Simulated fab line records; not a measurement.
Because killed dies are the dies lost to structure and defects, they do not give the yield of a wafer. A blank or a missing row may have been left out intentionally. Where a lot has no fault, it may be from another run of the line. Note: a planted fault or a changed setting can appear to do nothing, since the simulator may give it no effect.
Which tool did it?	flow berkeley_cmos170	15 lots with 45 wafers sampled at 2 steps, on a route of 331 steps

== WHAT THE GAUGES SHOWED, per wafer ==
UCB170_NLDD_CD_MEAS_06: the cd target is 1200 nm. Usual: cd_nm reads 1200.4 nm (standard deviation 1.6).
lot	measured	on	cd_nm (nm)	flag
L948	day 7 06:16	cd_sem-01	1203.6 1202.0 1203.9	
L951	day 8 07:11	cd_sem-02	1198.6 1199.7 1200.3	
L950	day 8 07:16	cd_sem-01	1199.7 1199.0 1199.9	
L954	day 8 17:25	cd_sem-02	1202.3 1203.5 1203.2	
L955	day 8 17:31	cd_sem-01	1198.3 1199.0 1199.2	
L953	day 8 17:58	cd_sem-02	1201.8 1200.7 1200.8	
L957	day 10 00:08	cd_sem-02	1200.8 1200.6 1201.7	
L956	day 10 00:10	cd_sem-01	- - -	OFF
L958	day 10 00:22	cd_sem-01	- - -	OFF
L960	day 10 00:56	cd_sem-01	- - -	OFF
L959	day 10 00:59	cd_sem-02	1199.3 1199.7 1201.1	
L970	day 12 21:04	cd_sem-02	1199.1 1199.0 1196.8	
L967	day 13 05:49	cd_sem-02	1201.9 1200.9 1200.9	
L971	day 13 06:03	cd_sem-01	1200.6 1200.0 1200.7	
L966	day 13 06:11	cd_sem-01	1203.6 1200.7 1202.1	

== EACH LOT AND THE TOOL THAT RAN IT (in order: tool; ch and the chambers of the sampled wafers; start) ==
lot	UCB170_NLDD_COAT_01
L948	litho_track-01 ch 0, day 7 05:34
L951	litho_track-03 ch 0, day 8 06:23
L950	litho_track-01 ch 0, day 8 06:31
L954	litho_track-02 ch 0, day 8 16:25
L955	litho_track-01 ch 0, day 8 16:37
L953	litho_track-03 ch 0, day 8 17:17
L957	litho_track-02 ch 0, day 9 22:40
L956	litho_track-03, day 9 22:41
L958	litho_track-01, day 9 22:54
L960	litho_track-03, day 9 23:35
L959	litho_track-01 ch 0, day 9 23:45
L970	litho_track-01 ch 0, day 12 20:23
L967	litho_track-03 ch 0, day 13 04:21
L971	litho_track-01 ch 0, day 13 04:39
L966	litho_track-03 ch 0, day 13 04:48
- UCB170_NLDD_COAT_01: resist thk 900 nm.

== AS READ BY THE TOOLS THEMSELVES (means over the sampled wafers that have a number; for cases with no such wafer, the mark the record gives instead) ==
UCB170_NLDD_COAT_01. Usual: chill_plate_temp_C 23.01 C, standard deviation 0.1; dispense_pressure_kPa 46.7 kPa, standard deviation 2.3.
lot	tool	chill_plate_temp_C (C)	dispense_pressure_kPa (kPa)	flag
L948	litho_track-01	22.94	45.9	
L951	litho_track-03	23.02	45.0	
L950	litho_track-01	23.09	45.9	
L954	litho_track-02	23.03	51.1	
L955	litho_track-01	23.10	45.9	
L953	litho_track-03	22.97	45.0	
L957	litho_track-02	23.02	51.1	
L956	litho_track-03	-	-	OFF
L958	litho_track-01	-	-	OFF
L960	litho_track-03	-	-	OFF
L959	litho_track-01	23.06	45.9	
L970	litho_track-01	22.90	45.9	
L967	litho_track-03	23.03	45.0	
L971	litho_track-01	23.03	45.9	
L966	litho_track-03	22.85	45.0	

== THE ANSWER, worked out from the rows above alone ==
Rule: lot off if the mean of its wafers having a number is beyond 3 standard deviations from the usual mean. Also off: a lot with no number at a reading for which 4 or more lots have one. The other lots that the step has rows for count as sound. After the gauges, taken in route order, come the tools' own readings; for these a lot's mean is taken, as printed above. The first step at which some lot is off is used, and at that step the reading that is off furthest; a lot without a number counts as furthest.
Off: L956, L958, L960 (UCB170_NLDD_CD_MEAS_06, cd_nm). Without a number there: L956, L958, L960.
A tool fits if, at a process step before that reading, it ran every lot that is off, and no sound lot after the first of them. The gauges at UCB170_NLDD_CD_MEAS_06 aren't tried: what is off there is off at UCB170_NLDD_COAT_01 too, on other tools, and a gauge's error can't cause that. Of those tried, none fits.

== WHAT WAS PUT IN BY THE SIMULATOR ==
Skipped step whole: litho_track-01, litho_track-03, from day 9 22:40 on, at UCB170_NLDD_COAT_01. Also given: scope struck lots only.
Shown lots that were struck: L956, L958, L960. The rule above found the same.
